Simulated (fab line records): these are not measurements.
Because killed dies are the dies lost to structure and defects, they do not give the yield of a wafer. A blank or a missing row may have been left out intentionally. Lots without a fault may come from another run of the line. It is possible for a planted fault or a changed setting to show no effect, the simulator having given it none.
Split-lot trial | flow ritCmos | 23 wafers read across 5 lots, on a route 202 steps long

== ABOUT THE SPLIT ==
At RIT_NLDD_IMPLANT_08, the setting doseCm2 was moved away from the recipe's 5e+14 on 7 of the 23 wafers read, by -3.2% to +7.5%. This setting was run at the recipe's value on the other wafers.

== SPLIT TO READING: what lies between them in the file, 1 step ==
- RIT_NLDD_STRIP_09: strips in O2, time 180 s

== THE READING ==
NLDD_TW, at RIT_NLDD_TW_MEAS_10. On this fab line, fault-free wafers typically give 2485 with a standard deviation of 14.

wafer  | tool, chamber at the split | doseCm2 as run | against the recipe | NLDD_TW | against lot-mates on the recipe
L075.1 | implanter-01, 0            | 5e+14          | recipe             | 2503    | -
L075.2 | implanter-01, 0            | 5.306e+14      | +6.1%              | 2556    | +55
L075.3 | implanter-01, 0            | 5e+14          | recipe             | 2501    | -
L075.5 | implanter-01, 0            | 5e+14          | recipe             | 2498    | -
L075.6 | implanter-01, 0            | 5.306e+14      | +6.1%              | 2534    | +33
L077.2 | implanter-01, 0            | 5.373e+14      | +7.5%              | 2528    | +55
L077.3 | implanter-01, 0            | 5e+14          | recipe             | 2481    | -
L077.4 | implanter-01, 0            | 5e+14          | recipe             | 2465    | -
L077.5 | implanter-01, 0            | 5.373e+14      | +7.5%              | 2515    | +42
L077.6 | implanter-01, 0            | 5.373e+14      | +7.5%              | 2516    | +43
L081.1 | implanter-01, 0            | 4.841e+14      | -3.2%              | 2453    | -17
L081.2 | implanter-01, 0            | 5e+14          | recipe             | 2487    | -
L081.3 | implanter-01, 0            | 4.841e+14      | -3.2%              | 2439    | -31
L081.4 | implanter-01, 0            | 5e+14          | recipe             | 2464    | -
L081.5 | implanter-01, 0            | 5e+14          | recipe             | 2459    | -
L083.1 | implanter-02, 0            | 5e+14          | recipe             | 2479    | -
L083.2 | implanter-02, 0            | 5e+14          | recipe             | 2483    | -
L083.3 | implanter-02, 0            | 5e+14          | recipe             | 2499    | -
L084.1 | implanter-02, 0            | 5e+14          | recipe             | 2476    | -
L084.3 | implanter-02, 0            | 5e+14          | recipe             | 2508    | -
L084.4 | implanter-02, 0            | 5e+14          | recipe             | 2490    | -
L084.5 | implanter-02, 0            | 5e+14          | recipe             | 2483    | -
L084.6 | implanter-02, 0            | 5e+14          | recipe             | 2496    | -

THE FIT
A straight line over all 23 wafers: NLDD_TW changes by +6.88 for each +1% of doseCm2; r = +0.81; the points scatter about the line by 17.
The same after taking each lot's own level away (the mean of its wafers on the recipe; 23 wafers): +6.68 for each +1%; r = +0.92; scatter 9.6.
The reading moves by 50 for the largest change in doseCm2, on that fit.
From 2470.0 to 2500.7: that is the span of the lots' own levels, equal to 2.2 times the standard deviation above.
The two slopes agree, so the slope changes little with the lot-to-lot level.
Check: with one of the wafers moved furthest among these (+7.5%) left out of the fit, the line predicts +47.9 for it against its lot-mates. Against them it came out at +55.

== OTHER SPLITS APPLIED TO THESE WAFERS ==
Note: prior to the reading, these wafers also went through further splits. Each is held against what the fit with the lots' levels taken away leaves over:
other split on the same wafers  | wafers away from the commonest value | r with NLDD_TW (lot level and that fit taken away)
RIT_ACTIVE_OXIDATION_01 tempC   | 15                                   | -0.04
RIT_ACTIVE_CVD_03 pressureMtorr | 18                                   | -0.12
RIT_FOX2_WET_ETCH_03 timeS      | 10                                   | -0.07
RIT_NWELL_IMPLANT_08 energyKev  | 9                                    | +0.06
RIT_PWELL_IMPLANT_08 doseCm2    | 10                                   | +0.10
RIT_NRETRO_IMPLANT_08 energyKev | 11                                   | +0.05
RIT_PRETRO_IMPLANT_08 doseCm2   | 11                                   | -0.16
RIT_GATE_CVD_08 pressureMtorr   | 15                                   | -0.01

== THE FILE'S OWN FIT ==
NLDD_TW changes by +6.77 for each +1% of doseCm2, r = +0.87.
